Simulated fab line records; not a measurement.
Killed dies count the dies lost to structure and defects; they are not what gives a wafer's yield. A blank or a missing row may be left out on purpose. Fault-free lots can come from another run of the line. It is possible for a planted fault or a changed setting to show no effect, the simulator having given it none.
A struck lot beside a sound one + flow berkeley_cmos170 + 27 steps out of a route of 331
Sound: wafers L676.3, L676.4, L676.6. Struck: wafers L667.1, L667.3, L667.5. The cause is named last.
Per side, at each step with rows, come the tool, then ch with its chambers, and then its first start. Under that, the readings that differ: sound wafers + struck wafers + difference of the means + sigmas: that difference in standard deviations of wafers without a fault.
alike: same words and numbers on both sides, and readings whose means sit less than 2 such deviations apart. not compared: any withheld reading, any reading some wafer has no value for, any bound like >300 that may hide the same value, and any number with overlapping values for which the record gives no deviation.
Wherever a step has rows on one side only, a row that says differs or no value, or a row with sigmas, the two part there. Numbers that have no deviation but don't overlap get no sigmas and don't part them. Lack of a reading on every wafer of one side parts them only where that side has two or more wafers.

first, 3 steps without rows for these wafers: UCB170_PVT_EXPOSE_03 (exposes mask NWELL, target cd 3000 nm); UCB170_PVT_PEB_04; UCB170_PVT_DEVELOP_05 (develop time 45 s).
UCB170_PVT_OVL_MEAS_06:
  struck on overlay-01, day 8 03:25; sound on overlay-01, day 9 10:51
  alike: PVT_OVL
then, 1 step without rows for these wafers: UCB170_PVT_IMPLANT_07.
UCB170_PVT_STRIP_08: strips in O2.
  sound on plasma_asher-03 ch 0,1, day 9 11:04; struck on plasma_asher-02 ch 0,1, day 8 03:37
  alike: drypump_motor_current_A, oes_product_au, strip_time_to_endpoint_s
  not compared: rf_hours_counter_h
UCB170_PVT_TW_MEAS_09:
  struck on film_metro-02, day 8 03:43; sound on film_metro-02, day 9 11:09
| reading | sound             | struck            | difference | sigmas |
|---------|-------------------|-------------------|------------|--------|
| PVT_TW  | 511.1 511.1 512.4 | 504.5 506.3 504.7 | -6.4       | -3     |
then, 1 step without rows for these wafers: UCB170_GATE_WET_ETCH_00 (etches SiO2 in dHF, time 200 s).
UCB170_FIELD_THK_MEAS_91:
  struck on film_metro-04, day 8 04:00; sound on film_metro-02, day 9 11:16
  alike: FIELD_OXIDE_LEFT_2_THK
then, 1 step without rows for these wafers: UCB170_GATE_OXIDATION_01 (target thk 6.6 nm, ox time 1800 s).
UCB170_GATE_THK_MEAS_02:
  struck on film_metro-01, day 8 11:30; sound on film_metro-03, day 9 16:39
  alike: GATE_OXIDE_THK
then, 1 step without rows for these wafers: UCB170_GATE_ANNEAL_03 (time 1800 s).
UCB170_GATE_CVD_04: deposits poly-Si from SiH4, time 1440 s, target thk 214 nm.
  sound on lpcvd-01 ch 1, day 9 22:19; struck on lpcvd-01 ch 0, day 8 18:19
  alike: spike_tc_centre_C
UCB170_GATE_THK_MEAS_05:
  struck on film_metro-04, day 8 19:43; sound on film_metro-04, day 9 23:44
| reading            | sound             | struck            | difference | sigmas |
|--------------------|-------------------|-------------------|------------|--------|
| GATE_POLY_THK (nm) | 213.5 215.2 214.5 | 428.1 428.5 428.3 | +213.9     | +89    |
then, 4 steps without rows for these wafers: UCB170_GATE_COAT_06; UCB170_GATE_COAT_07 (resist thk 900 nm); UCB170_GATE_SOFTBAKE_08 (time 60 s); UCB170_GATE_EXPOSE_09 (exposes mask POLY, target cd 350 nm).
UCB170_GATE_PEB_10:
  sound on litho_track-02 ch 0, day 10 01:43; struck on litho_track-02 ch 0, day 8 20:37
  alike: plate_sensor_t_centre_C, plate_sensor_t_edge_C
then, 1 step without rows for these wafers: UCB170_GATE_DEVELOP_11 (develop time 45 s).
UCB170_GATE_CD_MEAS_12: the cd target is 350 nm.
  struck on cd_sem-02, day 8 20:53; sound on cd_sem-01, day 10 01:59
  alike: cd_nm
UCB170_GATE_OVL_MEAS_13:
  struck on overlay-02, day 8 21:01; sound on overlay-01, day 10 02:04
  alike: GATE_OVL
UCB170_GATE_ETCH_14: etches BARC in N2/H2.
  sound on rie_diel-02 ch 1,3, day 10 02:05; struck on rie_diel-01 ch 0,1,2, day 8 21:03
  alike: bias_w, drypump_motor_current_A, oes_product_au, throttle_valve_pct
UCB170_GATE_ETCH_15: etches poly-Si in HBr/Cl2, stops on SiO2, time 56.3 s, target depth 278.2 nm.
  sound on rie_si-01 ch 1,2,3, day 10 02:08; struck on rie_si-02 ch 0,2, day 8 21:05
| reading                          | sound             | struck            | difference | sigmas |
|----------------------------------|-------------------|-------------------|------------|--------|
| oes_product_au (a.u.)            | 0.813 0.839 0.822 | 0.973 1.007 0.964 | +0.157     | +13    |
| model.etch.depth_nm (nm)         | 213.6 215.1 214.6 | 265.5 273.5 264.9 | +53.5      |        |
| model.GATE.feature_depth_nm (nm) | 213.6 215.1 214.6 | 265.5 273.5 264.9 | +53.5      |        |
  alike: bias_w, drypump_motor_current_A, throttle_valve_pct
  not compared: rf_hours_counter_h
UCB170_GATE_STRIP_16: strips in O2.
  sound on plasma_asher-01 ch 0,1, day 10 02:13; struck on plasma_asher-04 ch 0,1, day 8 21:08
| reading                                  | sound             | struck            | difference | sigmas |
|------------------------------------------|-------------------|-------------------|------------|--------|
| model.poly-Si_of_GATE_CVD_04.thk_nm (nm) | 213.2 214.7 214.2 | 427.2 428.3 427.6 | +213.7     |        |
  alike: drypump_motor_current_A, oes_product_au
  not compared: rf_hours_counter_h
UCB170_GATE_CD_MEAS_90: the cd target is 350 nm.
  struck on cd_sem-02, day 8 21:19; sound on cd_sem-02, day 10 02:22
  alike: cd_nm
UCB170_M3_PROBE_99:
  record: rows for the struck wafers here (prober-02, day 10 12:53), none for the sound ones

## WHERE THEY PART
First at UCB170_PVT_TW_MEAS_09; last, within this record, at UCB170_M3_PROBE_99.

WHY: what the simulator had put in
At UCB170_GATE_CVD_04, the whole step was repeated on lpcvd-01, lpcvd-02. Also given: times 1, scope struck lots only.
